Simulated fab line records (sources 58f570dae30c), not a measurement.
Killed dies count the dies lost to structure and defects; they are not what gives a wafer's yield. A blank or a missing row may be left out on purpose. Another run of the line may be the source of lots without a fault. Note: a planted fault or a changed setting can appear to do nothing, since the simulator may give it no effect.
One fault through the eyes of 2 desks :: flow berkeley-cmos170 :: numbers are kept per desk, each desk with only its own; the story behind them comes last

## FOR THE TOOL OWNER'S DESK: cmp-02
The tool's own readings at UCB170_V2_CMP_02 (polishes SiO2): means of the sampled wafers that have a number, for each lot that ran on this tool. The brackets show how far a lot's mean lies from the usual mean; more than 4 standard deviations puts the lot out of limits, marked OUT.
Columns: A = edge-zone-pressure-frac at UCB170_V2_CMP_02, usual 1.000; B = head-pressure-psi at UCB170_V2_CMP_02, usual 6.001 psi; C = motor-current-A at UCB170_V2_CMP_02, usual 16.1 A; D = platen-rpm at UCB170_V2_CMP_02, usual 60.00 rpm; E = retaining-ring-pressure-frac at UCB170_V2_CMP_02, usual 1.000
lot: L264
first seen here: day 9 01:11
A: 1.008
B: 6.001
C: 17.2
D: 60.01
E: 1.002

lot: L269
first seen here: day 10 01:47
A: 1.002
B: 6.008
C: 17.1
D: 60.01
E: 0.999

lot: L276
first seen here: day 10 18:29
A: 1.001
B: 6.002
C: 16.9
D: 60.02
E: 1.002

lot: L280
first seen here: day 12 03:58
A: 1.000
B: 6.000
C: 16.4
D: 60.00
E: 0.998

lot: L279
first seen here: day 12 05:31
A: 0.999
B: 6.001
C: 17.1
D: 60.02
E: 1.003
This desk found nothing out of limits on any of the 5 lots.

## THE METROLOGY DESK
What the gauges read, lot by lot, whatever tool the lot ran on: means of the sampled wafers that have a number. The brackets show how far a lot's mean lies from the usual mean; more than 4 standard deviations puts the lot out of limits, marked OUT.
Columns: A = V1_BOW at UCB170_V1_BOW_MEAS_03, usual 19 um; B = V2_POLISHED_THK at UCB170_V2_THK_MEAS_04, usual 999.7 nm
lot: L265
first seen here: day 8 16:40
A: 16
B: 1001.3

lot: L264
first seen here: day 8 16:58
A: 10
B: 998.9

lot: L266
first seen here: day 8 18:03
A: 23
B: 999.8

lot: L268
first seen here: day 9 10:10
A: 19
B: 1000.3

lot: L269
first seen here: day 9 19:05
A: 16
B: 998.7

lot: L276
first seen here: day 10 12:31
A: 18
B: 1000.0

lot: L274
first seen here: day 10 12:49
A: 20
B: 2015.5 (+99 or more) OUT

lot: L278
first seen here: day 10 20:46
A: 20
B: 1975.3 (+99 or more) OUT

lot: L275
first seen here: day 10 22:07
A: 20
B: 1996.2 (+99 or more) OUT

lot: L282
first seen here: day 11 21:48
A: 7
B: 999.3

lot: L280
first seen here: day 11 23:11
A: 20
B: 997.8

lot: L279
first seen here: day 12 00:29
A: 19
B: 999.0

lot: L281
first seen here: day 12 00:29
A: 19
B: 999.6

lot: L287
first seen here: day 13 04:50
A: 21
B: 1001.2

lot: L286
first seen here: day 13 06:09
A: 19
B: 1000.3
Per this desk, out of limits: L274, L275, L278; the first was L274, day 10 19:30 (V2_POLISHED_THK at UCB170_V2_THK_MEAS_04). Within limits: L265, L264, L266, L268, L269, L276, L282, L280, L279, L281, L287, L286.

## ALL TOGETHER
The metrology desk could have raised an alarm at day 10 19:30, on L274, L275, L278.
The tool owner's desk saw nothing out of limits.
The tool owner's desk has no number on record for L274, L275, L278.
On cmp-02, each named lot ran UCB170_V2_CMP_02.

## WHAT THE SIMULATOR PUT IN
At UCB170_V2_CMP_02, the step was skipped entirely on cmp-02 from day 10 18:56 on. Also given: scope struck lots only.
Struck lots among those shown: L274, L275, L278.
Hours from the fault's start to each desk's first reading out of limits: the metrology desk, 1.
